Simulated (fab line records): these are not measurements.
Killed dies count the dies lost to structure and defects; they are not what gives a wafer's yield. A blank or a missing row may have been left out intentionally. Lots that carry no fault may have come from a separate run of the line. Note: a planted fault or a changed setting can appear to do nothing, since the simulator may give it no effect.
fab line records -- flow berkeleyCmos170
[record] lots = 15, wafers = 45, lastDay = 13
route steps=331 shown PVT@121 GATE@142 PSD@179
lots untouched by any fault: they come from a run of this same line in which no faults occurred
startH: the number of hours between the record's first day and the start of the first shown wafer of the lot -- waitH: how many hours have passed since the lot's step before this one -- " as in the row above -- L1.1+2: one row covering several wafers at once -- - no value present, or no start provided -- * or withheld: withheld -- < > ~ a bound
route shown NAME@n: NAME is a module with steps in the file, n the number in the route of the first one -- usual: average and standard deviation across the fault-free wafers -- same: alike in all rows -- chamber/n: place in a boat -- sites: per-site readings -- _std_site: the standard deviation of these -- _edge_site: inner sites' mean taken away from outer sites' mean -- radiusMm: for every site, how far away it sits from the centre of the wafer -- mask NAME#n: copy n -- behind: the most recent tool/chamber to have shaped the wafer -- hold: cause of the lot's hold/its duration in hours/its outcome -- device: whichever transistor did not switch (one of n, p or np) -- end of line: tests of these same wafers at the route's end -- a step with no rows: only its recipe -- killed: the dies lost at the first sort to structure and to defects; this is not the yield of the wafer -- map: a wafer's dies, marking killed ones x, the rest . and places with no die _
set.NAME: setting as actually run; set.NAME@STEP: the setting as run at that earlier step -- model.NAME: the simulator's own value behind a step, which no gauge read
the route's steps for a sample of lots (tables are steps, rows are wafers)
services: when a tool's chamber went out of use (startH, in hours from the record's first day, below 0 if earlier), for how many hours, and the reason
[[steps]]
[step UCB170_PVT_OVL_MEAS_06]
[usual] PVT_OVL = 1/5.1
lot.wafer,tool,chamber,startH,waitH,PVT_OVL[nm]
L920.1,overlay-02,-,148.92,-,6
L920.3,overlay-02,-,148.92,-,-3
L920.6,overlay-02,-,148.92,-,8
L919.2,overlay-01,-,149.37,-,-8
L919.3,overlay-01,-,149.37,-,0
L919.5,overlay-01,-,149.37,-,-2
L924.1,overlay-02,-,155.52,-,9
L924.2,overlay-02,-,155.52,-,2
L924.3,overlay-02,-,155.52,-,9
L922.1,overlay-02,-,155.69,-,-9
L922.5,overlay-02,-,155.69,-,-8
L922.6,overlay-02,-,155.69,-,-5
L923.3,overlay-02,-,156.13,-,6
L923.5,overlay-02,-,156.13,-,12
L923.6,overlay-02,-,156.13,-,1
L925.1,overlay-01,-,166.39,-,-5
L925.2,overlay-01,-,166.39,-,1
L925.4,overlay-01,-,166.39,-,0
L928.1,overlay-02,-,179.19,-,1
L928.3,overlay-02,-,179.19,-,6
L928.4,overlay-02,-,179.19,-,2
L926.1,overlay-01,-,179.72,-,6
L926.2,overlay-01,-,179.72,-,5
L926.4,overlay-01,-,179.72,-,1
L927.1,overlay-01,-,185.54,-,0
L927.2,overlay-01,-,185.54,-,10
L927.3,overlay-01,-,185.54,-,-1
L932.1,overlay-01,-,209.49,-,-8
L932.3,overlay-01,-,209.49,-,-7
L932.6,overlay-01,-,209.49,-,-6
L935.1,overlay-01,-,220.30,-,5
L935.2,overlay-01,-,220.30,-,2
L935.6,overlay-01,-,220.30,-,5
L936.1,overlay-01,-,220.49,-,-5
L936.2,overlay-01,-,220.49,-,7
L936.5,overlay-01,-,220.49,-,6
L937.1,overlay-02,-,223.38,-,-2
L937.4,overlay-02,-,223.38,-,0
L937.6,overlay-02,-,223.38,-,6
L938.3,overlay-01,-,223.71,-,0
L938.5,overlay-01,-,223.71,-,4
L938.6,overlay-01,-,223.71,-,-1
L939.1,overlay-02,-,248.42,-,1
L939.4,overlay-02,-,248.42,-,-4
L939.6,overlay-02,-,248.42,-,-3
[step UCB170_GATE_STRIP_16]
[recipe] chemistry = O2, powerW = 400, pressureMtorr = 3500, platenTempC = withheld, o2FlowSccm = 400, overashFraction = 0.5
[usual] drypumpMotorCurrentA = 5.95/0.25, oesProductAu = 0.724/0.0048
lot.wafer,tool,chamber,startH,waitH,drypumpMotorCurrentA,oesProductAu,rfHoursCounterH
L920.1,plasmaAsher-01,1,166.80,0.0,5.71,0.728,41
L920.3,plasmaAsher-01,1,166.80,0.0,5.72,0.719,-
L920.6,plasmaAsher-01,0,166.80,0.0,5.64,0.722,-
L919.2,plasmaAsher-03,0,167.19,0.0,5.94,0.728,38
L919.3,plasmaAsher-03,1,167.19,0.0,6.25,0.717,-
L919.5,plasmaAsher-03,1,167.19,0.0,6.25,0.727,-
L924.1,plasmaAsher-01,0,170.59,0.0,5.62,0.717,42
L924.2,plasmaAsher-01,1,170.59,0.0,5.73,0.722,42
L924.3,plasmaAsher-01,1,170.59,0.0,5.72,0.725,-
L923.3,plasmaAsher-01,1,171.12,0.1,5.73,0.724,-
L923.5,plasmaAsher-01,0,171.12,0.1,5.63,0.717,-
L923.6,plasmaAsher-01,1,171.12,0.1,5.75,0.734,-
L922.1,plasmaAsher-04,1,171.21,0.0,6.33,0.723,5
L922.5,plasmaAsher-04,1,171.21,0.0,6.28,0.726,-
L922.6,plasmaAsher-04,0,171.21,0.0,5.84,0.724,-
L925.1,plasmaAsher-01,1,181.51,0.0,5.72,0.732,44
L925.2,plasmaAsher-01,0,181.51,0.0,5.65,0.721,44
L925.4,plasmaAsher-01,0,181.51,0.0,5.65,0.722,-
L928.1,plasmaAsher-04,0,189.86,0.0,5.86,0.725,5
L928.3,plasmaAsher-04,0,189.86,0.0,5.85,0.711,-
L928.4,plasmaAsher-04,1,189.86,0.0,6.33,0.721,-
L926.1,plasmaAsher-03,0,190.30,0.0,5.94,0.718,43
L926.2,plasmaAsher-03,1,190.30,0.0,6.27,0.718,43
L926.4,plasmaAsher-03,0,190.30,0.0,5.94,0.721,-
L927.1,plasmaAsher-01,0,200.77,0.0,5.67,0.721,48
L927.2,plasmaAsher-01,1,200.77,0.0,5.72,0.721,48
L927.3,plasmaAsher-01,1,200.77,0.0,5.71,0.724,-
L932.1,plasmaAsher-01,0,225.34,0.0,5.66,0.718,51
L932.3,plasmaAsher-01,1,225.34,0.0,5.74,0.724,-
L932.6,plasmaAsher-01,0,225.34,0.0,5.66,0.722,-
L935.1,plasmaAsher-01,1,237.28,0.0,5.72,0.725,52
L935.2,plasmaAsher-01,0,237.28,0.0,5.64,0.726,52
L935.6,plasmaAsher-01,0,237.28,0.0,5.64,0.731,-
L936.1,plasmaAsher-04,0,237.48,0.0,5.88,0.732,12
L936.2,plasmaAsher-04,1,237.48,0.0,6.31,0.719,12
L936.5,plasmaAsher-04,0,237.48,0.0,5.87,0.718,-
L938.3,plasmaAsher-03,0,237.77,0.1,5.92,0.720,-
L938.5,plasmaAsher-03,1,237.77,0.1,6.26,0.727,-
L938.6,plasmaAsher-03,0,237.77,0.1,5.90,0.730,-
L937.1,plasmaAsher-04,0,238.01,0.0,5.83,0.721,12
L937.4,plasmaAsher-04,1,238.01,0.0,6.34,0.721,-
L937.6,plasmaAsher-04,0,238.01,0.0,5.84,0.717,-
L939.1,plasmaAsher-03,1,263.04,0.0,6.25,0.725,51
L939.4,plasmaAsher-03,0,263.04,0.0,5.92,0.731,-
L939.6,plasmaAsher-03,0,263.04,0.0,5.92,0.722,-
[step UCB170_PSD_PEB_04]
[recipe] pebTempC = 130, pebTimeS = withheld, resist = KrF
[usual] chillPlateTempC = 22.98/0.1, exhaustPa = 45.2/0.86, plateTempC = 130.01/0.14
lot.wafer,tool,chamber,startH,waitH,chillPlateTempC,exhaustPa,plateTempC
L920.1,lithoTrack-03,0,179,-,22.99,45.9,130.16
L920.3,lithoTrack-03,0,179,-,22.90,45.8,129.93
L920.6,lithoTrack-03,0,179,-,22.90,45.6,129.85
L919.2,lithoTrack-04,0,179,-,22.99,44.9,129.93
L919.3,lithoTrack-04,0,179,-,22.95,44.2,129.63
L919.5,lithoTrack-04,0,179,-,22.93,45.3,130.08
L924.1,lithoTrack-03,0,183.26,1.0,22.93,46.0,130.07
L924.2,lithoTrack-03,0,183.26,1.0,23.10,47.7,129.96
L924.3,lithoTrack-03,0,183.26,1.0,23.00,45.2,129.95
L922.1,lithoTrack-03,-,184,-,-,-,-
L922.5,lithoTrack-03,-,184,-,-,-,-
L922.6,lithoTrack-03,-,184,-,-,-,-
L923.3,lithoTrack-01,-,184,-,-,-,-
L923.5,lithoTrack-01,-,184,-,-,-,-
L923.6,lithoTrack-01,-,184,-,-,-,-
L925.1,lithoTrack-01,-,195.61,0.1,-,-,-
L925.2,lithoTrack-01,-,195.61,0.1,-,-,-
L925.4,lithoTrack-01,-,195.61,0.1,-,-,-
L928.1,lithoTrack-03,0,202.25,0.4,23.11,44.7,130.18
L928.3,lithoTrack-03,0,202.25,0.4,23.16,46.4,130.29
L928.4,lithoTrack-03,0,202.25,0.4,23.00,45.8,130.34
L926.1,lithoTrack-03,0,202.80,0.7,23.13,44.9,130.12
L926.2,lithoTrack-03,0,202.80,0.7,23.04,44.2,130.26
L926.4,lithoTrack-03,0,202.80,0.7,22.90,44.8,129.92
L927.1,lithoTrack-01,0,217.77,0.8,22.92,45.8,130.18
L927.2,lithoTrack-01,0,217.77,0.8,23.07,46.6,130.13
L927.3,lithoTrack-01,0,217.77,0.8,22.92,44.6,130.05
L932.1,lithoTrack-04,0,237.04,0.3,22.88,46.5,130.16
L932.3,lithoTrack-04,0,237.04,0.3,22.96,45.8,130.00
L932.6,lithoTrack-04,0,237.04,0.3,23.00,45.4,130.07
L935.1,lithoTrack-03,0,249.99,0.5,23.02,45.1,129.93
L935.2,lithoTrack-03,0,249.99,0.5,22.92,44.9,129.89
L935.6,lithoTrack-03,0,249.99,0.5,22.95,44.1,129.93
L938.3,lithoTrack-01,0,250.10,0.4,22.91,44.6,130.17
L938.5,lithoTrack-01,0,250.10,0.4,23.02,44.8,130.02
L938.6,lithoTrack-01,0,250.10,0.4,22.99,44.5,130.00
L936.1,lithoTrack-03,0,250.26,0.4,22.75,46.1,129.79
L936.2,lithoTrack-03,0,250.26,0.4,22.77,45.0,129.97
L936.5,lithoTrack-03,0,250.26,0.4,22.92,47.2,130.01
L937.1,lithoTrack-01,0,250.32,0.3,23.08,46.0,129.80
L937.4,lithoTrack-01,0,250.32,0.3,22.92,46.0,129.85
L937.6,lithoTrack-01,0,250.32,0.3,22.85,46.3,130.01
L939.1,lithoTrack-03,0,276.04,0.7,23.11,44.8,130.13
L939.4,lithoTrack-03,0,276.04,0.7,23.05,45.3,129.99
L939.6,lithoTrack-03,0,276.04,0.7,23.12,45.8,129.84
[step UCB170_PSD_OVL_MEAS_07]
[usual] PSD_OVL = -3/5.3
lot.wafer,tool,chamber,startH,waitH,PSD_OVL[nm]
L920.1,overlay-02,-,179.86,0.1,8
L920.3,overlay-02,-,179.86,0.1,2
L920.6,overlay-02,-,179.86,0.1,1
L919.2,overlay-01,-,179.90,0.1,2
L919.3,overlay-01,-,179.90,0.1,8
L919.5,overlay-01,-,179.90,0.1,5
L924.1,overlay-01,-,183.66,0.1,4
L924.2,overlay-01,-,183.66,0.1,3
L924.3,overlay-01,-,183.66,0.1,-1
L922.1,overlay-01,-,184.66,0.1,-
L922.5,overlay-01,-,184.66,0.1,-
L922.6,overlay-01,-,184.66,0.1,-
L923.3,overlay-01,-,184.84,0.1,-
L923.5,overlay-01,-,184.84,0.1,-
L923.6,overlay-01,-,184.84,0.1,-
L925.1,overlay-02,-,196.01,0.1,-
L925.2,overlay-02,-,196.01,0.1,-
L925.4,overlay-02,-,196.01,0.1,-
L928.1,overlay-02,-,202.65,0.1,-1
L928.3,overlay-02,-,202.65,0.1,5
L928.4,overlay-02,-,202.65,0.1,3
L926.1,overlay-02,-,203.20,0.1,-2
L926.2,overlay-02,-,203.20,0.1,-4
L926.4,overlay-02,-,203.20,0.1,-3
L927.1,overlay-01,-,218.16,0.1,-7
L927.2,overlay-01,-,218.16,0.1,-4
L927.3,overlay-01,-,218.16,0.1,-8
L932.1,overlay-02,-,237.44,0.1,8
L932.3,overlay-02,-,237.44,0.1,6
L932.6,overlay-02,-,237.44,0.1,8
L935.1,overlay-02,-,250.38,0.1,-9
L935.2,overlay-02,-,250.38,0.1,-5
L935.6,overlay-02,-,250.38,0.1,-11
L938.3,overlay-01,-,250.47,0.1,4
L938.5,overlay-01,-,250.47,0.1,-2
L938.6,overlay-01,-,250.47,0.1,-3
L936.1,overlay-01,-,250.66,0.1,-10
L936.2,overlay-01,-,250.66,0.1,-8
L936.5,overlay-01,-,250.66,0.1,-10
L937.1,overlay-02,-,250.73,0.1,-2
L937.4,overlay-02,-,250.73,0.1,-10
L937.6,overlay-02,-,250.73,0.1,-4
L939.1,overlay-02,-,276.44,0.1,-11
L939.4,overlay-02,-,276.44,0.1,-7
L939.6,overlay-02,-,276.44,0.1,-8
[[services]]
tool,chamber,startH,hours,kind
plasmaAsher-04,-,146.92,3.8,repair
plasmaAsher-04,-,147.98,0.8,repair
plasmaAsher-04,-,174.14,15.6,pm
plasmaAsher-01,-,247.52,2.9,repair
[[key]]
[firstSign] step = UCB170_PSD_PEB_04, reading = toolRecord, direction = missing
effect none on later readings
metAt UCB170_PSD_PEB_04
struckLots L922,L923,L925
sortLeftOut L922.1,L922.5,L922.6,L923.3,L923.5,L923.6,L925.1,L925.2,L925.4
testerLeftOut L922,L923,L925
notActingAt UCB170_PVT_OVL_MEAS_06,UCB170_GATE_STRIP_16,UCB170_PSD_OVL_MEAS_07
[fault] kind = skippedStepWhole, tool = lithoTrack-01,lithoTrack-03, chamber = -, onsetH = 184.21, steps = UCB170_PSD_PEB_04, scope = struckLotsOnly
// testerLeftOut: of these lots the tester's yield and bins aren't shown, on N5 and GAA mostly nor the transistor test; their killed dies are dies lost to structure and defects alone, not to doping, threshold or leakage, so they don't give the yield
// sortLeftOut: the simulated sort isn't trusted on such a fault, so these wafers' sort isn't shown, and their yield isn't known
